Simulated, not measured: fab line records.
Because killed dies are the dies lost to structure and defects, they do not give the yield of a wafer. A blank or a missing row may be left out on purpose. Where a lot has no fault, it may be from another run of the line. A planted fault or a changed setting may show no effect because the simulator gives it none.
A single fault, viewed from 2 desks    flow berkeley_cmos170    numbers are kept per desk, each desk with only its own; the story behind them comes last

== METROLOGY DESK ==
Means of the sampled wafers that have a number, per lot and without regard to the tool the lot ran on: this is what the gauges read. Any lot whose mean is over 4 standard deviations away from the usual mean is out of limits and marked OUT; that distance is given in the brackets.
Columns: A = NVT_TW at UCB170_NVT_TW_MEAS_09, usual 525.1; B = GATE_OVL at UCB170_GATE_OVL_MEAS_13, usual -2 nm; C = cd_nm at UCB170_NLDD_CD_MEAS_06, usual 1200.2 nm
lot   first seen here  A                B   C
L214  day 5 11:29      524.2            5   1200.7
L217  day 5 21:02      525.7            -9  1200.6
L216  day 5 21:19      523.6            -2  1199.4
L218  day 6 09:50      527.5            -6  1199.6
L219  day 6 10:07      525.5            -9  1201.2
L220  day 7 03:16      528.0            2   1198.6
L222  day 7 08:08      523.6            -6  1200.9
L223  day 7 08:22      525.9            3   1203.4
L224  day 7 22:25      523.4            -5  1200.9
L226  day 8 03:27      521.5            3   1201.3
L232  day 9 18:26      470.0 (-23) OUT  -4  1201.0
L234  day 9 23:57      525.3            -3  1198.7
L233  day 10 00:05     470.2 (-23) OUT  1   1198.4
L237  day 10 07:16     525.8            -1  1200.9
This desk's finding: out of limits on L232, L233; first on L232, day 9 18:26 (NVT_TW at UCB170_NVT_TW_MEAS_09). Within limits: L214, L217, L216, L218, L219, L220, L222, L223, L224, L226, L234, L237.

== AT THE TOOL OWNER'S DESK: implanter-04 ==
For each lot that ran on this tool, the mean over its sampled wafers that have a number, from the tool's own readings at UCB170_NVT_IMPLANT_07. Any lot whose mean is over 4 standard deviations away from the usual mean is out of limits and marked OUT; that distance is given in the brackets.
Columns: A = beam_energy_keV at UCB170_NVT_IMPLANT_07, usual 50.001; B = tilt_deg at UCB170_NVT_IMPLANT_07, usual 7.000 degrees
lot   first seen here  A                         B
L219  day 6 09:52      49.985                    6.990
L223  day 7 08:07      49.987                    6.966
L232  day 9 18:11      32.513 (-99 or more) OUT  6.982
L233  day 9 23:53      32.498 (-99 or more) OUT  6.978
Finding of this desk: L232, L233 out of limits; the first was L232 at day 9 18:11, on beam_energy_keV at UCB170_NVT_IMPLANT_07. Within limits: L219, L223.

== PUT TOGETHER ==
The tool owner's desk could have raised an alarm at day 9 18:11, on L232, L233.
Metrology desk: alarm possible at day 9 18:26 on L232, L233.
The lots listed all ran UCB170_NVT_IMPLANT_07 on implanter-04.

== WHAT THE SIMULATOR PUT IN ==
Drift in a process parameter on implanter-04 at UCB170_NVT_IMPLANT_07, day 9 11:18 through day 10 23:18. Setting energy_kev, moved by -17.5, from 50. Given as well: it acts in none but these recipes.
Shown lots that were struck: L232, L233.
Delay (hours) between the fault's onset and each desk's first out-of-limits reading: 7 at the tool owner's desk, 7 at the metrology desk.
